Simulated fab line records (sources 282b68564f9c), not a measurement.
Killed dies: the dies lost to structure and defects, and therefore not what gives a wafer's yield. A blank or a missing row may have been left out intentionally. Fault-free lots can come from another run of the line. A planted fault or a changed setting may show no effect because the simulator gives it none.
fab line records	flow ritCmos
record: lots: 5	wafers: 15	lastDay: 7
route steps=202 shown GATE@83 M1@202
lots with no fault: from the same line, run without faults
startH: the number of hours between the record's first day and the start of the first shown wafer of the lot	waitH: how many hours have passed since the lot's step before this one	" unchanged from the row above	L1.1+2: several wafers, shown together as one row	- either no value or no given start	* or withheld: withheld	< > ~ a bound
route shown NAME@n: NAME is a module with steps in the file, n the number in the route of the first one	usual: the fault-free wafers' mean and standard deviation	same: alike in all rows	chamber/n: place in a boat	sites: each site's reading	_std_site: how widely they spread, as a standard deviation	_edge_site: outer sites' mean less inner sites'	radiusMm: for every site, how far away it sits from the centre of the wafer	mask NAME#n: copy n	behind: the most recent tool/chamber to have shaped the wafer	hold: reason for holding the lot/hours on hold/outcome of the hold	device: the transistor (n, p or np) that didn't switch	end of line: the tests these same wafers got at the end of their route	where a step has no rows: the recipe by itself	killed: at the first sort, the dies lost to defects and structure; wafer yield is something else	map: a wafer's dies, x killed, . not, _ none there
set.NAME: the run value of the setting; set.NAME@STEP: its run value at that earlier step	model.NAME: the simulator's own value behind a step, which no gauge read
lots seen at some steps along the route; tables by step, rows by wafer
services: the hour from which a tool's chamber was out of use, counted from the record's first day as startH (under 0 if before that day), plus the number of hours and why
== steps ==
step: RIT_GATE_THK_MEAS_07
recipe: reads: SiO2_of_GATE_OXIDATION_05
usual: GATE_OXIDE_THK: 3.01/0.09
lot.wafer	tool	chamber	startH	waitH	GATE_OXIDE_THK[nm]
L156.1	filmMetro-01	-	37.83	0.0	2.90
L156.2	"	-	"	"	2.80
L156.4	"	-	"	"	2.81
L159.2	filmMetro-01	-	56.10	0.0	3.03
L159.4	"	-	"	"	2.99
L159.5	"	-	"	"	2.95
L167.1	filmMetro-01	-	90.34	0.0	3.10
L167.4	"	-	"	"	3.14
L167.6	"	-	"	"	3.05
L173.1	filmMetro-02	-	118.29	0.0	3.12
L173.5	"	-	"	"	3.19
L173.6	"	-	"	"	3.16
L178.2	filmMetro-02	-	145.64	0.0	2.95
L178.3	"	-	"	"	2.94
L178.5	"	-	"	"	3.02
step: RIT_GATE_CVD_08
recipe: material: poly-Si	targetThkNm: 250	tempC: 610	precursor: SiH4	timeS: 2220	pressureMtorr: 300	sih4FlowSccm: 100
step: RIT_GATE_THK_MEAS_09
recipe: reads: poly-Si_of_GATE_CVD_08
usual: GATE_POLY_THK: 249/3.1
lot.wafer	tool	chamber	startH	waitH	GATE_POLY_THK[nm]
L156.1	filmMetro-01	-	40.32	0.0	244
L156.2	"	-	"	"	245
L156.4	"	-	"	"	246
L159.2	filmMetro-03	-	57.78	0.0	244
L159.4	"	-	"	"	246
L159.5	"	-	"	"	245
L167.1	filmMetro-01	-	92.01	0.0	251
L167.4	"	-	"	"	249
L167.6	"	-	"	"	251
L173.1	filmMetro-03	-	119.97	0.0	251
L173.5	"	-	"	"	250
L173.6	"	-	"	"	250
L178.2	filmMetro-02	-	147.32	0.0	250
L178.3	"	-	"	"	251
L178.5	"	-	"	"	250
step: RIT_GATE_HMDS_10
recipe: primeTimeS: 60	primeTempC: 140
step: RIT_GATE_COAT_11
recipe: resist: NOVOLAK	spinRpm: 4250	resistThkNm: 850
step: RIT_GATE_SOFTBAKE_12
recipe: resist: NOVOLAK	tempC: 90	timeS: 60
step: RIT_GATE_EXPOSE_13
recipe: maskId: M6	na: 0.6	sourceShape: conventional	sigmaOuter: 0.6	targetCdNm: 150	doseMj: 380
step: RIT_GATE_PEB_14
recipe: resist: NOVOLAK	tempC: withheld	timeS: withheld
step: RIT_GATE_DEVELOP_15
recipe: resist: NOVOLAK	developTimeS: 48.59	devTempC: 23
step: RIT_GATE_CD_MEAS_16
recipe: targetCdNm: 150
usual: cdNm: 150.0/2.5
lot.wafer	tool	chamber	startH	waitH	cdNm
L156.1	cdSem-01	-	41.47	-	151.6
L156.2	"	-	"	"	149.7
L156.4	"	-	"	"	152.1
L159.2	cdSem-01	-	58.82	-	152.8
L159.4	"	-	"	"	149.9
L159.5	"	-	"	"	152.9
L167.1	cdSem-02	-	93.05	-	150.7
L167.4	"	-	"	"	153.1
L167.6	"	-	"	"	152.5
L173.1	cdSem-01	-	120.88	-	153.8
L173.5	"	-	"	"	155.0
L173.6	"	-	"	"	154.0
L178.2	cdSem-02	-	148.24	-	148.7
L178.3	"	-	"	"	150.8
L178.5	"	-	"	"	150.2
step: RIT_GATE_OVL_MEAS_17
usual: GATE_OVL: -0.7/1.3
lot.wafer	tool	chamber	startH	waitH	GATE_OVL[nm]
L156.1	overlay-01	-	41.59	0.1	-0.3
L156.2	"	-	"	"	0.9
L156.4	"	-	"	"	1.4
L159.2	overlay-01	-	58.93	0.1	1.3
L159.4	"	-	"	"	2.0
L159.5	"	-	"	"	0.0
L167.1	overlay-02	-	93.17	0.1	-1.6
L167.4	"	-	"	"	-0.4
L167.6	"	-	"	"	-2.3
L173.1	overlay-01	-	121.00	0.1	2.1
L173.5	"	-	"	"	1.6
L173.6	"	-	"	"	0.8
L178.2	overlay-01	-	148.35	0.1	1.5
L178.3	"	-	"	"	-1.5
L178.5	"	-	"	"	-0.1
step: RIT_GATE_HARDBAKE_18
recipe: resist: NOVOLAK	tempC: 140	timeS: 60
step: RIT_GATE_ETCH_19
recipe: chemistry: SF6/CHF3/O2	timeS: 165	SF6_flow_sccm: 30	CHF3_flow_sccm: 30	O2_flow_sccm: 5	target: poly-Si	pressureMtorr: 40	rfW: 160	targetDepthA: 3125	overEtchFrac: 0.2745	stopOn: SiO2
usual: SF6_flow_sccm: 29.99/0.093	drypumpMotorCurrentA: 5.7/0.53	oesProductAu: 0.840/0.014	throttleValvePct: 10.28/0.051
same: timeS: 165
lot.wafer	tool	chamber	startH	waitH	SF6_flow_sccm	drypumpMotorCurrentA	oesProductAu	rfHoursCounterH	throttleValvePct	model.NOVOLAK_of_GATE_COAT_11.thkNm
L156.1	rieSi-01	3	41.77	0.1	29.95	6.6	0.832	123	10.28	671.9
L156.2	"	0	"	"	30.06	5.4	0.818	38	10.24	670.8
L156.4	"	3	"	"	30.01	6.7	0.832	-	10.28	668.2
L159.2	rieSi-02	0	59.11	0.1	30.16	5.1	0.838	151	10.36	667.8
L159.4	"	2	"	"	29.87	5.7	0.823	108	10.37	673
L159.5	"	2	"	"	30.00	5.7	0.828	-	10.38	670.4
L167.1	rieSi-02	1	93.35	0.1	29.97	5.3	0.843	131	10.23	667.3
L167.4	"	2	"	"	30.00	5.7	0.835	109	10.38	669.5
L167.6	"	3	"	"	29.89	6.4	0.874	-	10.24	667.6
L173.1	rieSi-02	3	121.18	0.1	29.89	6.4	0.864	1	10.26	670.6
L173.5	"	3	"	"	29.93	6.4	0.863	-	10.24	669.3
L173.6	"	1	"	"	30.05	5.2	0.832	-	10.23	641.6
L178.2	rieSi-01	1	148.53	0.1	30.08	5.2	0.851	1	10.26	665.5
L178.3	"	2	"	"	29.95	5.8	0.830	0	10.25	668.9
L178.5	"	3	"	"	29.94	6.7	0.842	-	10.28	667
step: RIT_GATE_STRIP_20
recipe: chemistry: O2	timeS: 180	resist: NOVOLAK	platenTempC: withheld	powerW: 500	pressureMtorr: 4000	o2FlowSccm: 4000
usual: drypumpMotorCurrentA: 6.0/0.6
same: timeS: 180
lot.wafer	tool	chamber	startH	waitH	drypumpMotorCurrentA	rfHoursCounterH
L156.1	plasmaAsher-02	0	41.88	0.1	6.6	40
L156.2	"	1	"	"	5.9	40
L156.4	"	1	"	"	5.9	-
L159.2	plasmaAsher-03	0	59.21	0.1	4.9	39
L159.4	"	0	"	"	4.8	-
L159.5	"	0	"	"	4.9	-
L167.1	plasmaAsher-01	0	93.46	0.1	6.6	46
L167.4	"	1	"	"	5.9	-
L167.6	"	1	"	"	5.9	-
L173.1	plasmaAsher-03	0	121.29	0.1	4.9	46
L173.5	"	0	"	"	4.9	-
L173.6	"	1	"	"	6.3	-
L178.2	plasmaAsher-03	0	148.63	0.1	4.9	49
L178.3	"	0	"	"	4.9	-
L178.5	"	1	"	"	6.2	-
step: RIT_M1_PROBE_99
usual: killed_at_M0_to_M3: 0.0/0.2	killedAtContacts: 0.2/0.38	killedAtFrontEnd: 6.7/3	killedDies: 6.9/3	killedOpen: 3.5/1.9	killedShort: 3.3/2
same: grossDies: 264	killed_at_M4_up: 0	killedAtBackSide: 0	killedAtOther: 0
lot.wafer	tool	chamber	startH	waitH	killed_at_M0_to_M3	killedAtContacts	killedAtFrontEnd	killedDies	killedOpen	killedShort	model.etest.pmosTurned.rOnOhmUm	model.etest.pmos_0p15.rOnOhmUm	model.etest.pmos_0p15.driveUaUm	model.etest.pmosTurned.driveUaUm	model.etest.pwellPinched.rsOhmSq	model.etest.nwellPinched.rsOhmSq	model.etest.pmos_0p15.swingMvDec	model.etest.ring.delayPs
L156.1	prober-02	-	64.08	0.1	0	0	5	5	2	3	3153	2599	276.3	219.4	468.2	342.9	83.25	26.65
L156.2	prober-02	-	64.13	0.1	0	0	2	2	1	1	3094	2543	282.4	220.8	473.9	343.3	83.43	25.89
L156.4	prober-02	-	64.23	0.2	0	0	7	7	4	3	3120	2578	275.6	216.2	463.1	334.5	82.75	26.78
L159.2	prober-02	-	79.38	0.1	0	0	5	5	2	3	3391	2744	251.6	193.1	449.8	332.4	84.02	27.77
L159.4	prober-02	-	79.48	0.2	0	0	11	11	7	4	3377	2794	259.9	196.5	469.2	347.4	83.83	27.06
L159.5	prober-02	-	79.53	0.2	0	0	10	10	6	4	3376	2774	256.5	196.7	466.4	345	83.95	27.66
L167.1	prober-02	-	113.85	0.1	0	0	3	3	1	2	3621	2899	244.2	176.8	465.1	330.9	84.38	27.66
L167.4	prober-02	-	114.00	0.2	0	0	5	5	2	3	3641	2946	235.9	175.5	457.4	323.6	84.11	28.79
L167.6	prober-02	-	114.10	0.2	1	0	3	4	2	2	3684	3007	236.7	175.6	474.7	341.4	84.38	28.68
L173.1	prober-02	-	141.25	0.1	0	0	4	4	3	1	3510	2831	242.7	185.8	460.1	339.5	85.14	28.91
L173.5	prober-02	-	141.45	0.2	0	0	8	8	3	5	3564	2875	236.7	179.8	457.2	338.4	85.03	29.68
L173.6	prober-02	-	141.50	0.2	0	0	6	6	1	5	3163	2597	272.7	210.6	482.2	359.8	87.36	26.99
L178.2	prober-01	-	168.80	0.1	0	2	3	5	1	2	3770	2965	244.6	167.8	480.8	341.5	83.13	27.07
L178.3	prober-01	-	168.85	0.2	0	0	7	7	5	2	3644	2880	245.1	171.4	455.5	328.7	82.91	27.42
L178.5	prober-01	-	168.95	0.2	0	0	7	7	2	5	3786	2950	242.6	165.5	463.6	332.9	83.05	27.34
killed by level:class
L156.1 REOX:geometricParticle:short=2 FOX2:geometricParticle:open=1 REOX:geometricParticle:open=1 SPACER:geometricParticle:short=1
L156.2 GATE:geometricParticle:open=1 GATE:geometricParticle:short=1
L156.4 GATE:geometricParticle:short=2 FOX1:geometricParticle:open=1 FOX1:geometricParticle:short=1 GATE:geometricParticle:open=1 SPACER:geometricParticle:open=1 SILICIDE:geometricParticle:open=1
L159.2 REOX:geometricParticle:short=2 FOX1:geometricParticle:short=1 FOX1:geometricParticle:open=1 REOX:geometricParticle:open=1
L159.4 GATE:geometricParticle:short=2 REOX:geometricParticle:open=2 SPACER:geometricParticle:open=2 SPACER:geometricParticle:short=2 FOX2:geometricParticle:open=1 GATE:geometricParticle:open=1 SILICIDE:geometricParticle:open=1
L159.5 GATE:geometricParticle:open=4 REOX:geometricParticle:short=3 REOX:geometricParticle:open=2 GATE:geometricParticle:short=1
L167.1 FOX1:geometricParticle:open=1 REOX:geometricParticle:short=1 SPACER:geometricParticle:short=1
L167.4 FOX2:geometricParticle:short=1 GATE:geometricParticle:short=1 SPACER:geometricParticle:open=1 SILICIDE:geometricParticle:short=1 SILICIDE:geometricParticle:open=1
L167.6 GATE:geometricParticle:open=2 GATE:geometricParticle:short=1 M1:geometricParticle:short=1
L173.1 SPACER:geometricParticle:open=2 FOX1:geometricParticle:open=1 SILICIDE:geometricParticle:short=1
L173.5 FOX1:geometricParticle:open=2 SPACER:geometricParticle:short=2 FOX2:geometricParticle:short=1 GATE:geometricParticle:short=1 REOX:geometricParticle:short=1 SPACER:geometricParticle:open=1
L173.6 GATE:geometricParticle:short=2 FOX1:geometricParticle:short=1 FOX2:geometricParticle:open=1 REOX:geometricParticle:short=1 SILICIDE:geometricParticle:short=1
L178.2 CONTACT:coatMicrobubblePrinted=2 FOX1:geometricParticle:short=1 GATE:geometricParticle:open=1 REOX:geometricParticle:short=1
L178.3 GATE:geometricParticle:open=2 FOX2:geometricParticle:open=1 FOX2:geometricParticle:short=1 REOX:geometricParticle:open=1 SPACER:geometricParticle:short=1 SILICIDE:geometricParticle:open=1
L178.5 GATE:geometricParticle:short=2 FOX2:geometricParticle:short=1 SPACER:geometricParticle:open=1 SPACER:geometricParticle:short=1 SILICIDE:geometricParticle:short=1 SILICIDE:geometricParticle:open=1
== services ==
tool	chamber	startH	hours	kind
rieSi-01	1	19.97	4.9	repair
rieSi-02	2	20.21	11.9	repair
rieSi-01	2	36.74	8.8	repair
rieSi-02	0	107.17	-	clean
rieSi-02	0	107.17	17.7	scheduledDown
rieSi-02	0	107.17	17.7	ventCycle
plasmaAsher-01	-	108.75	9.0	pm
plasmaAsher-01	0	108.75	9.0	ventCycle
plasmaAsher-01	1	108.75	9.0	ventCycle
plasmaAsher-01	0	117.75	-	clean
plasmaAsher-01	1	117.75	-	clean
rieSi-01	2	118.63	-	clean
rieSi-01	2	118.63	15.0	scheduledDown
rieSi-01	2	118.63	15.0	ventCycle
== key ==
firstSign none at tools or gauges
modelEffect: step: RIT_GATE_ETCH_19	value: NOVOLAK_of_GATE_COAT_11.thkNm	without: 670.7	struck: 641.6
modelEffect: step: RIT_M1_PROBE_99	value: etest.pmosTurned.rOnOhmUm	without: 3516	struck: 3163
metAt RIT_GATE_ETCH_19
struckWafers L173.6
testerLeftOut L173
onsetBetween 93.35 121.18
fault: kind: processParameterDrift	tool: rieSi-02	chamber: 1	onsetH: 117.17	steps: RIT_GATE_ETCH_19	channel: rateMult	offset: 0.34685	shape: step	endH: 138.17
testerLeftOut: of these lots the tester's yield and bins aren't shown, on N5 and GAA mostly nor the transistor test; their killed dies are dies lost to structure and defects alone, not to doping, threshold or leakage, so they don't give the yield
